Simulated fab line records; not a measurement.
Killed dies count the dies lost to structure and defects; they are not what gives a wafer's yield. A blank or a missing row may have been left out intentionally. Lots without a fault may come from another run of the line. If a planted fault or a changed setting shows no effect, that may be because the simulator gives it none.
Which tool did it? | flow rit_cmos | 42 wafers sampled from 14 lots at 1 step of a route of 202

## WHAT THE GAUGES READ, wafer by wafer
Not one reading of a measure or inspect step in the record can be checked against a usual standard deviation.

## EACH LOT AND THE TOOL THAT RAN IT (in order: tool; ch and the chambers of the sampled wafers; start)
lot  | RIT_GATE_WET_ETCH_00
L814 | wet_bench-04 ch 2, day 2 08:58
L815 | wet_bench-01 ch 2, day 2 15:16
L816 | wet_bench-03 ch 3, day 2 18:56
L817 | wet_bench-01 ch 1, day 2 23:02
L818 | wet_bench-01 ch 1, day 3 03:16
L819 | wet_bench-01 ch 3, day 3 08:36
L820 | wet_bench-01 ch 1, day 3 13:58
L822 | wet_bench-03 ch 0, day 4 00:29
L823 | wet_bench-01 ch 1, day 4 05:13
L828 | wet_bench-03 ch 0, day 5 05:41
L829 | wet_bench-03 ch 0, day 5 11:52
L834 | wet_bench-01 ch 0, day 6 14:08
L835 | wet_bench-04 ch 2, day 6 19:43
L836 | wet_bench-01 ch 2, day 6 21:27
- RIT_GATE_WET_ETCH_00: etches SiO2 in BOE, target depth 56 nm, time 60 s.

## AS READ BY THE TOOLS THEMSELVES (means over the sampled wafers that have a number; for cases with no such wafer, the mark the record gives instead)
RIT_GATE_WET_ETCH_00.
lot  | tool         | bath_heat_duty_pct (%) | run_length_s (s)
L814 | wet_bench-04 | 1.9                    | 92
L815 | wet_bench-01 | 1.9                    | 86
L816 | wet_bench-03 | 1.7                    | 88
L817 | wet_bench-01 | 1.5                    | 85
L818 | wet_bench-01 | 2.2                    | 86
L819 | wet_bench-01 | 1.4                    | 86
L820 | wet_bench-01 | 1.4                    | 85
L822 | wet_bench-03 | 1.7                    | 87
L823 | wet_bench-01 | 1.3                    | 92
L828 | wet_bench-03 | 1.3                    | 68
L829 | wet_bench-03 | 1.4                    | 75
L834 | wet_bench-01 | 1.9                    | 87
L835 | wet_bench-04 | 1.8                    | 92
L836 | wet_bench-01 | 1.7                    | 93

## THE ANSWER, worked out from the rows above alone
Rule: what is usual is taken from the lots themselves. The widest of any qualifying gaps counts: lots, ordered by their means at a reading, are off when they make up no more than a third of the lots, leave a main group of 4 or more, and stand apart from it by 3 or more times the standard deviation of that group's means. A main group whose means are all the same, to the digits that the tables above print for the reading, isn't used. A lot without any number at a reading at which 4 lots or more have one is off too. The other lots that the step has rows for count as sound. The gauges are gone through in route order, then the tools' own readings, and for those a lot's mean is taken as printed above. At the first step where some lot is off, the reading lying furthest off is the one used; lots without a number count as furthest.
Off, at RIT_GATE_WET_ETCH_00 on run_length_s: L828, L829. Mean 88 s and standard deviation 2.9 in the main group.
If a tool, at that step or one of the process steps before it, ran each lot that is off and ran no sound lot following the first of them, it fits. One candidate fits, namely wet_bench-03 at RIT_GATE_WET_ETCH_00. A fault onset in the window from L822 (day 4 00:29, its last sound lot) to L828 (day 5 05:41, its first lot off) fits.
The tool's own readings at RIT_GATE_WET_ETCH_00 bear it out: on the lots that are off they differ by more than 5 times the standard deviation of the sound lots' means. run_length_s reads 72 s there against 88 s on the sound lots.

## WHAT THE SIMULATOR HAD INSERTED
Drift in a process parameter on wet_bench-03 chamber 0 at RIT_GATE_WET_ETCH_00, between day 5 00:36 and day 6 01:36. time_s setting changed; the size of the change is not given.
Lots struck among those shown: L828, L829. The same result came from the rule above.
